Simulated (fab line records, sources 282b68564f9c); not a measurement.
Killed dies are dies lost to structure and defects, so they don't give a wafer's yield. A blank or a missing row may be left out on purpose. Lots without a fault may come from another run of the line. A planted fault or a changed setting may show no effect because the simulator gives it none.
fab line records | flow rit_cmos
record lots=5 wafers=15 last_day=8
route steps=202 shown PLDD@116 SPACER@125 NSD@131 PSD@142 SDANNEAL@153 SILICIDE@161 M1@202
lots that met no fault: from a run of the same line without faults
start_h: hours from the record's first day to the start of the lot's first wafer shown | wait_h: hours since the lot's step before | " the same as in the row above | L1.1+2: a row that stands for several wafers | - no value, or no start given | * or withheld: withheld | < > ~ a bound
route shown NAME@n: a module of which the file shows steps, and the number in the route of the first | usual: mean/standard deviation of fault-free wafers | same: alike in all rows | chamber/n: place in a boat | sites: the reading at each site | _std_site: their standard deviation | _edge_site: outer sites' mean less inner sites' | radius_mm: how far each site lies from the wafer's centre | mask NAME#n: copy n | behind: the tool/chamber that last shaped the wafer | hold: why the lot was held/for how many hours/how that ended | device: the transistor (n, p or np) that didn't switch | end of line: the same wafers' tests at the end of the route | a step without rows: its recipe alone | killed: dies lost to structure and defects at the first sort, not the wafer's yield | map: a wafer's dies, x killed, . not, _ none there
set.NAME: the setting as run; set.NAME@STEP: as run at that earlier step | model.NAME: the simulator's own value behind a step, which no gauge read
lots at some steps of the route; a table a step, a row a wafer
services: from which hour (start_h, from the record's first day; less than 0 if before it) a tool's chamber was out of use, for how many hours, and why
## steps
# step RIT_PLDD_SOFTBAKE_02
# recipe resist=NOVOLAK temp_c=90 time_s=60
# step RIT_PLDD_EXPOSE_03
# recipe mask_id=M8 na=0.57 target_cd_nm=40900 dose_mj=250
# step RIT_PLDD_PEB_04
# recipe resist=NOVOLAK temp_c=withheld time_s=withheld
# step RIT_PLDD_DEVELOP_05
# recipe resist=NOVOLAK develop_time_s=50 dev_temp_c=23
# step RIT_PLDD_OVL_MEAS_06
# usual PLDD_OVL=-0.5/1.4
# columns lot.wafer tool chamber start_h wait_h PLDD_OVL[nm]
L681.1 overlay-01 - 54.66 - -0.5
L681.3 " - " " -1.4
L681.5 " - " " -0.8
L683.2 overlay-01 - 61.42 - 1.0
L683.4 " - " " 0.4
L683.5 " - " " 0.5
L687.1 overlay-02 - 84.29 - -0.8
L687.5 " - " " -0.5
L687.6 " - " " 0.6
L689.1 overlay-02 - 102.59 - 2.0
L689.2 " - " " -0.8
L689.5 " - " " 0.6
L700.3 overlay-01 - 162.52 - 0.9
L700.4 " - " " 0.7
L700.5 " - " " 0.8
# step RIT_PLDD_HARDBAKE_07
# recipe resist=NOVOLAK temp_c=140 time_s=60
# step RIT_PLDD_IMPLANT_08
# recipe species=BF2 energy_kev=20 dose_cm2=9e+14 tilt_deg=7
# step RIT_PLDD_STRIP_09
# recipe chemistry=O2 time_s=180 resist=NOVOLAK platen_temp_c=withheld power_w=500 pressure_mtorr=4000 o2_flow_sccm=4000
# usual drypump_motor_current_A=5.65/0.29
# columns lot.wafer tool chamber start_h wait_h drypump_motor_current_A rf_hours_counter_h
L681.1 plasma_asher-03 0 55.00 0.1 6.01 27
L681.3 " 0 " " 5.99 -
L681.5 " 1 " " 5.32 -
L683.2 plasma_asher-03 0 61.75 0.1 6.00 28
L683.4 " 1 " " 5.31 -
L683.5 " 0 " " 5.99 -
L687.1 plasma_asher-01 0 84.62 0.1 6.04 42
L687.5 " 1 " " 5.55 -
L687.6 " 0 " " 6.06 -
L689.1 plasma_asher-04 1 102.93 0.1 5.62 44
L689.2 " 0 " " 5.41 44
L689.5 " 0 " " 5.43 -
L700.3 plasma_asher-04 0 163.25 0.5 5.40 -
L700.4 " 1 " " 5.65 -
L700.5 " 0 " " 5.43 -
# step RIT_PLDD_TW_MEAS_10
# usual PLDD_TW=2348/21
# columns lot.wafer tool chamber start_h wait_h PLDD_TW
L681.1 film_metro-01 - 55.17 0.1 2365
L681.3 " - " " 2353
L681.5 " - " " 2359
L683.2 film_metro-02 - 61.94 0.1 2335
L683.4 " - " " 2334
L683.5 " - " " 2316
L687.1 film_metro-02 - 84.80 0.1 2325
L687.5 " - " " 2341
L687.6 " - " " 2336
L689.1 film_metro-02 - 103.10 0.1 2334
L689.2 " - " " 2341
L689.5 " - " " 2329
L700.3 film_metro-02 - 163.39 0.1 2330
L700.4 " - " " 2337
L700.5 " - " " 2334
# step RIT_SPACER_CLEAN_00
# recipe chemistry=SC1 mix=3:3:50 time_s=600 temp_c=75
# step RIT_SPACER_CLEAN_01
# recipe chemistry=dHF dilution=50:1 time_s=30
# step RIT_SPACER_CLEAN_02
# recipe chemistry=SC2 mix=3:3:50 time_s=600 temp_c=75 dry=n2_spin
# step RIT_SPACER_CVD_03
# recipe material=Si3N4 target_thk_nm=250 temp_c=810 precursor=SiH2Cl2/NH3 time_s=3300 pressure_mtorr=300 sih2cl2_flow_sccm=60 nh3_flow_sccm=150
# usual susceptor_temp_C=810.0/0.31
# columns lot.wafer tool chamber start_h wait_h susceptor_temp_C model.Si3N4_of_SPACER_CVD_03.thk_nm
L681.1 lpcvd-01 0 55.61 0.0 810.6 248.2
L681.3 " 0 " " 810.3 250.4
L681.5 " 0 " " 809.6 251.6
L683.2 lpcvd-01 1 62.42 0.0 810.3 250.1
L683.4 " 1 " " 810.3 249.3
L683.5 " 1 " " 809.4 249.2
L687.1 lpcvd-02 1 85.22 0.0 810.0 247.6
L687.5 " 1 " " 809.9 249.7
L687.6 " 1 " " 809.6 249.6
L689.1 lpcvd-02 1 103.58 0.0 810.3 249.7
L689.2 " 1 " " 810.3 248.5
L689.5 " 1 " " 810.0 249.9
L700.3 lpcvd-01 0 164.14 0.0 809.7 167.4
L700.4 " 0 " " 810.3 164.9
L700.5 " 0 " " 809.5 166.8
# step RIT_SPACER_THK_MEAS_04
# recipe reads=Si3N4_of_SPACER_CVD_03
# usual SPACER_NITRIDE_THK=250.5/2.5
# columns lot.wafer tool chamber start_h wait_h hold SPACER_NITRIDE_THK[nm]
L681.1 film_metro-01 - 57.53 0.0 - 248.4
L681.3 " - " " - 250.5
L681.5 " - " " - 251.3
L683.2 film_metro-04 - 64.35 0.0 - 249.9
L683.4 " - " " - 249.3
L683.5 " - " " - 249.0
L687.1 film_metro-04 - 87.14 0.0 - 247.6
L687.5 " - " " - 249.7
L687.6 " - " " - 250.0
L689.1 film_metro-04 - 105.49 0.0 - 249.8
L689.2 " - " " - 248.5
L689.5 " - " " - 249.8
L700.3 film_metro-01 - 166.08 0.0 await_dispo/0.2h/release 167.4
L700.4 " - " " await_dispo/0.2h/release 164.8
L700.5 " - " " await_dispo/0.2h/release 166.9
L700.3 film_metro-01 - 166.31 0.2 - 167.4
L700.4 " - " " - 165.1
L700.5 " - " " - 166.7
# step RIT_SPACER_ETCHBACK_05
# recipe target_depth_a=2500 SF6_flow_sccm=30 CHF3_flow_sccm=30 target=Si3N4 chemistry=SF6/CHF3 pressure_mtorr=40 rf_w=250 time_s=240 stop_on=SiO2
# usual drypump_motor_current_A=6.0/0.49 oes_product_au=0.842/0.011 throttle_valve_pct=10.31/0.17
# columns lot.wafer tool chamber start_h wait_h hold drypump_motor_current_A oes_product_au rf_hours_counter_h throttle_valve_pct model.etch.depth_nm
L681.1 rie_diel-01 0 57.59 0.1 - 5.4 0.835 0 10.10 248.2
L681.3 " 1 " " - 6.4 0.851 151 10.15 250.4
L681.5 " 0 " " - 5.4 0.836 - 10.12 251.6
L683.2 rie_diel-01 3 64.40 0.0 - 5.5 0.838 1 10.16 250.1
L683.4 " 2 " " - 5.7 0.854 - 10.13 249.3
L683.5 " 3 " " - 5.5 0.826 - 10.17 249.2
L687.1 rie_diel-01 3 87.20 0.1 - 5.4 0.826 2 10.15 247.6
L687.5 " 2 " " - 5.7 0.861 - 10.13 249.7
L687.6 " 1 " " - 6.4 0.846 - 10.13 249.6
L689.1 rie_diel-01 0 105.55 0.1 - 5.4 0.835 1 10.11 249.7
L689.2 " 3 " " - 5.5 0.828 2 10.15 248.5
L689.5 " 0 " " - 5.4 0.842 - 10.12 249.9
L700.3 rie_diel-03 1 178.84 12.5 await_dispo/12.5h/release 6.2 0.639 53 10.28 167.4
L700.4 " 3 " " await_dispo/12.5h/release 6.4 0.635 112 10.29 164.9
L700.5 " 3 " " await_dispo/12.5h/release 6.4 0.646 - 10.30 166.8
# step RIT_NSD_HMDS_00
# recipe prime_time_s=60 prime_temp_c=140
# step RIT_NSD_COAT_01
# recipe resist=NOVOLAK spin_rpm=3250 resist_thk_nm=1000
# step RIT_NSD_SOFTBAKE_02
# recipe resist=NOVOLAK temp_c=90 time_s=60
# step RIT_NSD_EXPOSE_03
# recipe mask_id=M9 na=0.57 target_cd_nm=40700 dose_mj=250
# step RIT_NSD_PEB_04
# recipe resist=NOVOLAK temp_c=withheld time_s=withheld
# step RIT_NSD_DEVELOP_05
# recipe resist=NOVOLAK develop_time_s=50 dev_temp_c=23
# step RIT_NSD_OVL_MEAS_06
# usual NSD_OVL=-0.5/1.5
# columns lot.wafer tool chamber start_h wait_h NSD_OVL[nm]
L681.1 overlay-02 - 58.78 - -1.2
L681.3 " - " " -2.6
L681.5 " - " " -0.4
L683.2 overlay-01 - 65.53 - -0.7
L683.4 " - " " 1.6
L683.5 " - " " 1.7
L687.1 overlay-02 - 88.20 - -2.5
L687.5 " - " " -1.6
L687.6 " - " " 0.0
L689.1 overlay-02 - 106.75 - -2.0
L689.2 " - " " -1.6
L689.5 " - " " -3.0
L700.3 overlay-01 - 179.85 - -0.8
L700.4 " - " " -0.3
L700.5 " - " " -0.5
# step RIT_NSD_HARDBAKE_07
# recipe resist=NOVOLAK temp_c=140 time_s=60
# step RIT_NSD_IMPLANT_08
# recipe species=P energy_kev=25 dose_cm2=1e+15 tilt_deg=7
# step RIT_NSD_STRIP_09
# recipe chemistry=O2 time_s=180 resist=NOVOLAK platen_temp_c=withheld power_w=500 pressure_mtorr=4000 o2_flow_sccm=4000
# usual drypump_motor_current_A=5.80/0.26
# columns lot.wafer tool chamber start_h wait_h drypump_motor_current_A rf_hours_counter_h
L681.1 plasma_asher-04 0 59.11 0.1 5.42 40
L681.3 " 0 " " 5.44 -
L681.5 " 0 " " 5.42 -
L683.2 plasma_asher-02 1 65.86 0.1 5.90 43
L683.4 " 0 " " 6.16 -
L683.5 " 0 " " 6.18 -
L687.1 plasma_asher-04 0 88.54 0.1 5.42 43
L687.5 " 0 " " 5.41 -
L687.6 " 1 " " 5.62 -
L689.1 plasma_asher-02 1 107.08 0.1 5.91 47
L689.2 " 0 " " 6.17 47
L689.5 " 1 " " 5.90 -
L700.3 plasma_asher-02 1 180.24 0.1 5.91 -
L700.4 " 0 " " 6.17 -
L700.5 " 1 " " 5.92 -
# step RIT_NSD_TW_MEAS_10
# usual NSD_TW=3109/31
# columns lot.wafer tool chamber start_h wait_h NSD_TW
L681.1 film_metro-01 - 59.29 0.1 3164
L681.3 " - " " 3148
L681.5 " - " " 3143
L683.2 film_metro-02 - 66.04 0.1 3090
L683.4 " - " " 3110
L683.5 " - " " 3070
L687.1 film_metro-02 - 88.71 0.1 3081
L687.5 " - " " 3099
L687.6 " - " " 3092
L689.1 film_metro-02 - 107.26 0.1 3089
L689.2 " - " " 3105
L689.5 " - " " 3093
L700.3 film_metro-01 - 180.37 0.1 3167
L700.4 " - " " 3189
L700.5 " - " " 3166
# step RIT_PSD_HMDS_00
# recipe prime_time_s=60 prime_temp_c=140
# step RIT_PSD_COAT_01
# recipe resist=NOVOLAK spin_rpm=3250 resist_thk_nm=1000
# step RIT_PSD_SOFTBAKE_02
# recipe resist=NOVOLAK temp_c=90 time_s=60
# step RIT_PSD_EXPOSE_03
# recipe mask_id=M10 na=0.57 target_cd_nm=40900 dose_mj=250
# step RIT_PSD_PEB_04
# recipe resist=NOVOLAK temp_c=withheld time_s=withheld
# step RIT_PSD_DEVELOP_05
# recipe resist=NOVOLAK develop_time_s=50 dev_temp_c=23
# step RIT_PSD_OVL_MEAS_06
# usual PSD_OVL=-0.6/1.2
# columns lot.wafer tool chamber start_h wait_h PSD_OVL[nm]
L681.1 overlay-01 - 60.33 - -0.2
L681.3 " - " " 0.1
L681.5 " - " " -1.6
L683.2 overlay-02 - 67.08 - 0.7
L683.4 " - " " -0.5
L683.5 " - " " -0.4
L687.1 overlay-01 - 89.68 - -0.8
L687.5 " - " " -1.8
L687.6 " - " " 0.1
L689.1 overlay-02 - 108.29 - -0.6
L689.2 " - " " 0.3
L689.5 " - " " 1.4
L700.3 overlay-01 - 181.28 - 1.3
L700.4 " - " " 0.9
L700.5 " - " " -0.2
# step RIT_PSD_HARDBAKE_07
# recipe resist=NOVOLAK temp_c=140 time_s=60
# step RIT_PSD_IMPLANT_08
# recipe species=BF2 energy_kev=27 dose_cm2=5e+15 tilt_deg=7
# step RIT_PSD_STRIP_09
# recipe chemistry=O2 time_s=180 resist=NOVOLAK platen_temp_c=withheld power_w=500 pressure_mtorr=4000 o2_flow_sccm=4000
# usual drypump_motor_current_A=5.87/0.27
# columns lot.wafer tool chamber start_h wait_h drypump_motor_current_A rf_hours_counter_h
L681.1 plasma_asher-01 0 60.67 0.1 6.04 40
L681.3 " 0 " " 6.03 -
L681.5 " 1 " " 5.54 -
L683.2 plasma_asher-02 0 67.41 0.1 6.20 43
L683.4 " 1 " " 5.90 -
L683.5 " 0 " " 6.18 -
L687.1 plasma_asher-02 0 90.02 0.1 6.13 45
L687.5 " 1 " " 5.92 -
L687.6 " 0 " " 6.14 -
L689.1 plasma_asher-02 1 108.63 0.1 5.91 47
L689.2 " 0 " " 6.18 47
L689.5 " 0 " " 6.19 -
L700.3 plasma_asher-01 1 181.66 0.1 5.54 -
L700.4 " 0 " " 6.03 -
L700.5 " 0 " " 6.04 -
# step RIT_PSD_TW_MEAS_10
# usual PSD_TW=3413/33
# columns lot.wafer tool chamber start_h wait_h PSD_TW
L681.1 film_metro-01 - 60.84 0.1 3419
L681.3 " - " " 3442
L681.5 " - " " 3455
L683.2 film_metro-03 - 67.59 0.1 3376
L683.4 " - " " 3401
L683.5 " - " " 3376
L687.1 film_metro-03 - 90.20 0.1 3388
L687.5 " - " " 3376
L687.6 " - " " 3368
L689.1 film_metro-02 - 108.81 0.1 3412
L689.2 " - " " 3412
L689.5 " - " " 3416
L700.3 film_metro-03 - 181.79 0.1 3395
L700.4 " - " " 3406
L700.5 " - " " 3393
# step RIT_SDANNEAL_CLEAN_00
# recipe chemistry=SC1 mix=3:3:50 time_s=600 temp_c=75
# step RIT_SDANNEAL_CLEAN_01
# recipe chemistry=dHF dilution=50:1 time_s=30
# step RIT_SDANNEAL_CLEAN_02
# recipe chemistry=SC2 mix=3:3:50 time_s=600 temp_c=75 dry=n2_spin
# step RIT_SDANNEAL_RTA_03
# recipe temp_c=1050 time_s=5 idle_temp_c=600 ramp_up_c_per_s=342 ramp_down_c_per_s=171 cool_to_c=600 ambient=N2
# usual wafer_temp_C_max=1053.5/1.3
# columns lot.wafer tool chamber start_h wait_h wafer_temp_C_max
L681.1 rtp_anneal-01 0 61.79 0.0 1052.5
L681.3 " 0 " " 1050.5
L681.5 " 0 " " 1052.4
L683.2 rtp_anneal-01 0 68.14 0.0 1055.5
L683.4 " 0 " " 1055.4
L683.5 " 0 " " 1050.5
L687.1 rtp_anneal-01 0 90.62 0.0 1052.5
L687.5 " 0 " " 1055.0
L687.6 " 0 " " 1052.5
L689.1 rtp_anneal-02 0 109.27 0.0 1052.3
L689.2 " 0 " " 1052.2
L689.5 " 0 " " 1052.1
L700.3 rtp_anneal-02 0 182.22 0.0 1052.4
L700.4 " 0 " " 1053.3
L700.5 " 0 " " 1053.6
# step RIT_SDANNEAL_RS_MEAS_04
# recipe thk_meas_gauge=four-point-probe
# usual PSD_RS=115.89/0.28
# columns lot.wafer tool chamber start_h wait_h PSD_RS[ohm/sq]
L681.1 film_metro-01 - 61.85 0.0 116.21
L681.3 " - " " 116.11
L681.5 " - " " 115.72
L683.2 film_metro-02 - 68.26 0.1 115.40
L683.4 " - " " 115.49
L683.5 " - " " 115.56
L687.1 film_metro-03 - 90.68 0.0 115.73
L687.5 " - " " 115.69
L687.6 " - " " 115.45
L689.1 film_metro-03 - 109.33 0.0 116.36
L689.2 " - " " 116.13
L689.5 " - " " 116.07
L700.3 film_metro-03 - 182.30 0.1 116.19
L700.4 " - " " 115.89
L700.5 " - " " 116.01
# step RIT_SILICIDE_WET_ETCH_00
# recipe chemistry=BOE target=SiO2 target_depth_nm=14 time_s=15 dry=n2_spin dilution=10:1 temp_c=21.5
# columns lot.wafer tool chamber start_h wait_h model.Si3N4_of_SPACER_CVD_03.thk_nm
L681.1 wet_bench-01 3 62.33 0.1 193.8
L681.3 " 3 " " 194.7
L681.5 " 3 " " 196.5
L683.2 wet_bench-04 2 68.72 0.1 194.3
L683.4 " 2 " " 193.3
L683.5 " 2 " " 193.6
L687.1 wet_bench-03 1 91.16 0.1 192.7
L687.5 " 1 " " 194.1
L687.6 " 1 " " 194.7
L689.1 wet_bench-03 0 109.81 0.1 194.5
L689.2 " 0 " " 193.4
L689.5 " 0 " " 194.9
L700.3 wet_bench-01 2 182.74 0.1 130.2
L700.4 " 2 " " 128.4
L700.5 " 2 " " 129.9
# step RIT_M1_PROBE_99
# usual killed_at_contacts=0.1/0.32 killed_at_front_end=6/3.1 killed_dies=7/3.2 killed_open=3.1/1.9 killed_short=3.5/2.2
# same gross_dies=264 killed_at_M0_to_M3=0 killed_at_M4_up=0 killed_at_back_side=0 killed_at_other=0
# columns lot.wafer tool chamber start_h wait_h killed_at_contacts killed_at_front_end killed_dies killed_open killed_short
L687.1 prober-01 - 98.20 0.1 0 8 8 3 5
L687.5 prober-01 - 98.40 0.2 0 5 5 2 3
L687.6 prober-01 - 98.45 0.2 1 3 4 1 3
L700.3 prober-02 - 189.61 0.2 1 7 8 4 4
L700.4 prober-02 - 189.66 0.2 1 13 14 4 10
L700.5 prober-02 - 189.71 0.2 0 10 10 2 8
# killed by level:class
L687.1 SILICIDE:geometric_particle:open=3 FOX1:geometric_particle:short=1 GATE:geometric_particle:short=1 REOX:geometric_particle:short=1 SPACER:geometric_particle:short=1 SILICIDE:geometric_particle:short=1
L687.5 GATE:geometric_particle:short=2 FOX1:geometric_particle:open=1 FOX1:geometric_particle:short=1 GATE:geometric_particle:open=1
L687.6 FOX1:geometric_particle:short=1 GATE:geometric_particle:open=1 SPACER:geometric_particle:short=1 CONTACT:geometric_particle:short=1
L700.3 GATE:geometric_particle:short=4 GATE:geometric_particle:open=2 SPACER:geometric_particle:open=1 CONTACT:geometric_particle:open=1
L700.4 GATE:geometric_particle:short=3 REOX:geometric_particle:short=3 REOX:geometric_particle:open=2 SPACER:geometric_particle:short=2 FOX2:geometric_particle:short=1 GATE:geometric_particle:open=1 SPACER:geometric_particle:open=1 CONTACT:geometric_particle:short=1
L700.5 GATE:geometric_particle:short=7 GATE:geometric_particle:open=1 REOX:geometric_particle:short=1 SPACER:geometric_particle:open=1
## services
# columns tool chamber start_h hours kind
lpcvd-01 - 34.94 0.9 repair
plasma_asher-01 - 43.43 1.2 repair
plasma_asher-04 - 49.04 2.8 pm
rie_diel-01 0 58.46 7.9 repair
rie_diel-01 0 80.34 5.4 repair
plasma_asher-04 - 85.90 2.0 repair
plasma_asher-04 - 89.52 2.1 repair
rie_diel-03 3 101.35 5.6 repair
rie_diel-03 0 104.54 33.8 repair
rie_diel-01 0 108.62 3.2 repair
plasma_asher-01 - 108.75 9.0 pm
rie_diel-01 2 111.84 - clean
rie_diel-01 2 111.84 20.7 scheduled_down
rie_diel-01 2 111.84 20.7 vent_cycle
rie_diel-03 1 125.62 6.0 repair
lpcvd-01 - 127.38 1.0 repair
rie_diel-03 - 131.92 1.6 repair
rie_diel-01 1 132.56 - clean
rie_diel-01 - 134.00 0.2 repair
rie_diel-03 1 135.44 12.9 repair
rie_diel-01 2 136.38 7.9 repair
rie_diel-03 - 142.66 0.8 repair
plasma_asher-03 - 173.98 4.1 repair
lpcvd-02 - 180.22 0.5 repair
## key
first_sign step=RIT_SPACER_THK_MEAS_04 reading=visit direction=added
effect step=RIT_SPACER_THK_MEAS_04 reading=SPACER_NITRIDE_THK direction=down sigmas=33 usual=250.5 struck=166.3
effect step=RIT_SPACER_ETCHBACK_05 reading=oes_product_au direction=down sigmas=18 usual=0.842 struck=0.640
model_effect step=RIT_SPACER_CVD_03 value=Si3N4_of_SPACER_CVD_03.thk_nm without=251.5 struck=166.4
model_effect step=RIT_SPACER_ETCHBACK_05 value=etch.depth_nm without=251.5 struck=166.4
model_effect step=RIT_SILICIDE_WET_ETCH_00 value=Si3N4_of_SPACER_CVD_03.thk_nm without=196.4 struck=129.5
met_at RIT_SPACER_CVD_03
struck_wafers L700.3,L700.4,L700.5
tester_left_out L700
onset_between 55.61 164.14
also_fits time
fault kind=process_parameter_drift tool=lpcvd-01 chamber=0 onset_h=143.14 steps=RIT_SPACER_CVD_03 channel=target_thk_nm offset=-82.5 shape=step end_h=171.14 acts_in=these_recipes_only stated=250
# tester_left_out: of these lots the tester's yield and bins aren't shown, on N5 and GAA mostly nor the transistor test; their killed dies are dies lost to structure and defects alone, not to doping, threshold or leakage, so they don't give the yield
